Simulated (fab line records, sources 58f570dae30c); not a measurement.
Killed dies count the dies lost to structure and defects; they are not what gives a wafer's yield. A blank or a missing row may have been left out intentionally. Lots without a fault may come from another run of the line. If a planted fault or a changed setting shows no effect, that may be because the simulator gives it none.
Which tool is to blame? :: flow berkeley-cmos170 :: 21 wafers from 7 lots sampled at 3 of the route's 331 steps

== WHAT THE GAUGES SHOWED, per wafer ==
UCB170_GATE_OVL_MEAS_13.
lot: L366
measured: day 6 18:23
on: overlay-01
GATE_OVL (nm): 3 4 3

lot: L368
measured: day 7 04:10
on: overlay-02
GATE_OVL (nm): 0 4 1

lot: L372
measured: day 8 07:38
on: overlay-01
GATE_OVL (nm): 324 322 320 325 322 320

lot: L376
measured: day 8 16:10
on: overlay-01
GATE_OVL (nm): 316 313 314 316 312 314

lot: L379
measured: day 9 05:24
on: overlay-01
GATE_OVL (nm): -3 3 -7

lot: L381
measured: day 9 08:56
on: overlay-02
GATE_OVL (nm): 0 3 -3

lot: L385
measured: day 10 09:53
on: overlay-02
GATE_OVL (nm): 1 2 5

== EACH LOT AND THE TOOL THAT RAN IT (in order: tool; ch and the chambers of the sampled wafers; start) ==
lot: L366
UCB170_ACTIVE_STRIP_16: plasma-asher-04 ch 0,1, day 4 18:35
UCB170_GATE_EXPOSE_09: krf-scanner-02 ch 0, day 6 17:35

lot: L368
UCB170_ACTIVE_STRIP_16: plasma-asher-02 ch 0,1, day 5 11:26
UCB170_GATE_EXPOSE_09: krf-scanner-02 ch 0, day 7 02:48

lot: L372
UCB170_ACTIVE_STRIP_16: plasma-asher-02 ch 0,1, day 6 15:51
UCB170_GATE_EXPOSE_09: krf-scanner-01 ch 0, day 8 06:50

lot: L376
UCB170_ACTIVE_STRIP_16: plasma-asher-04 ch 0,1, day 7 00:30
UCB170_GATE_EXPOSE_09: krf-scanner-01 ch 0, day 8 15:25

lot: L379
UCB170_ACTIVE_STRIP_16: plasma-asher-02 ch 0,1, day 7 08:47
UCB170_GATE_EXPOSE_09: krf-scanner-02 ch 0, day 9 04:14

lot: L381
UCB170_ACTIVE_STRIP_16: plasma-asher-04 ch 0,1, day 7 16:50
UCB170_GATE_EXPOSE_09: krf-scanner-02 ch 0, day 9 08:26

lot: L385
UCB170_ACTIVE_STRIP_16: plasma-asher-04 ch 0,1, day 8 09:05
UCB170_GATE_EXPOSE_09: krf-scanner-02 ch 0, day 10 09:20
- UCB170_ACTIVE_STRIP_16: strips in O2.
- UCB170_GATE_EXPOSE_09: exposes mask POLY, target cd 350 nm.

== THE ANSWER, worked out from the rows above alone ==
Rule: the lots themselves supply what counts as usual. The widest of any qualifying gaps counts: lots, ordered by their means at a reading, are off when they make up no more than a third of the lots, leave a main group of 4 or more, and stand apart from it by 3 or more times the standard deviation of that group's means. A main group is skipped when, at the precision printed for the reading in the tables above, its means are all equal. Also off: a lot with no number at a reading for which 4 or more lots have one. Where the step has rows for the other lots, those lots are counted as sound.
Off: at UCB170_GATE_OVL_MEAS_13 (GATE_OVL), L372, L376. Mean 1 nm and standard deviation 2 in the main group.
If a tool, at a process step before that reading, ran all the lots that are off and no sound lot after the first of them, it fits. The gauges at UCB170_GATE_OVL_MEAS_13 are tried like those tools. One candidate fits, namely krf-scanner-01 at UCB170_GATE_EXPOSE_09. It ran no sound lot before its first lot that is off in this sample, so the start can't be narrowed down.

== WHAT THE SIMULATOR HAD INSERTED ==
Scanner matching overlay: krf-scanner-01, from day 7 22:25 on, at UCB170_GATE_EXPOSE_09. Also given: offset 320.
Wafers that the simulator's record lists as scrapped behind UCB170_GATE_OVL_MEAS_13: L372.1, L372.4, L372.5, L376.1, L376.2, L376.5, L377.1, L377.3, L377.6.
Shown lots that were struck: L372, L376. The rule above found the same.
